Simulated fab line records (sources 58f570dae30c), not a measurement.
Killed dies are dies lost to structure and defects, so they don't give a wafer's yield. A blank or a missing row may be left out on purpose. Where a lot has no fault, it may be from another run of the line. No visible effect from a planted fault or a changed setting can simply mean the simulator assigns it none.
Code-filled problem report in 8D (eight disciplines) form + flow berkeley cmos170 + the parts of the form that need people (team, actions taken, sign-off) are left out

== 1. PROBLEM STATEMENT ==
GATE_OXIDE_THK at UCB170_GATE_THK_MEAS_02 reads a mean of 5.73 nm on 6 wafers of 2 lots; wafers without a fault read 6.65 nm with a standard deviation of 0.13. That is -7.1 standard deviations from the usual mean.
First seen on wafer L881.2, day 11 15:10, on film metro-01. At this step, 42 wafers from 14 lots have a number in the record. By rule, "out" or "out of limits" means more than 4 standard deviations away from the usual mean. The other wafers with a number count as sound.

== 2. WHAT IT IS AND WHAT IT IS NOT ==
| question                    | is                           | is not                                                                 |
|-----------------------------|------------------------------|------------------------------------------------------------------------|
| which readings at this step | GATE_OXIDE_THK               | -                                                                      |
| which lots                  | L880, L881                   | L859, L860, L862, L863, L864, L865, L866, L868, L869, L870, L873, L875 |
| which wafers of those lots  | all that have a number       | -                                                                      |
| read on which gauges        | film metro-01, film metro-04 | film metro-02                                                          |
| when                        | from day 11 15:10            | up to then (36 sound wafers)                                           |

== 3. SUSPECTS, AND WHAT RULES EACH OUT ==
Counting: any tool at a process step up to the reading is kept as a suspect provided that every lot that is out went through it and no sound lot did after the first of them.
- the gauge at UCB170_GATE_THK_MEAS_02 has been ruled out. Those wafers that are out were read across 2 gauges (film metro-01, film metro-04).
- furnace-01 at UCB170_GATE_OXIDATION_01 (target thk 6.6 nm, ox time 1800 s): kept. All lots that are out passed through it, beginning with L880 at day 11 13:40, and no sound lot followed; its final sound lot before that point was L875 at day 10 15:47.
Left after counting: furnace-01 at UCB170_GATE_OXIDATION_01.

== 4. THE CAUSE (what the simulator had put in) ==
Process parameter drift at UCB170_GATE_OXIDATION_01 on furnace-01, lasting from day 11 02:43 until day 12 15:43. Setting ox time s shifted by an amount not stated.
After counting, this tool was the only one left.

== 5. THE CHAIN OF EFFECTS, in route order ==
Each row: a reading where the mean over the struck wafers with a number is more than 3 standard deviations away from the usual. Only readings for which the record gives a usual standard deviation are gone through. hours: the time from each lot's start at the first step in this table that gives one to its start at this step, as a median over the lots. sigmas: the change in usual standard deviations.
| hours | step                    | reading        | usual   | on struck wafers | change | sigmas |
|-------|-------------------------|----------------|---------|------------------|--------|--------|
| 0     | UCB170_GATE_THK_MEAS_02 | GATE_OXIDE_THK | 6.65 nm | 5.73             | -0.92  | -7.1   |

== 6. HOW IT WOULD HAVE BEEN CAUGHT EARLIER ==
In this record the first reading out of limits at a measuring or inspecting step was taken at day 11 15:10, 12 hours after the fault began at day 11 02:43.
No tool reading at UCB170_GATE_OXIDATION_01 that has a usual standard deviation in the record was out on any struck wafer, so an alarm limit of 4 standard deviations on those readings would not have fired.
The start of UCB170_GATE_OXIDATION_01 on furnace-01 came by day 11 15:10 for every one of the lots that are out (2). Tool hold at that time: it would have spared none of them.
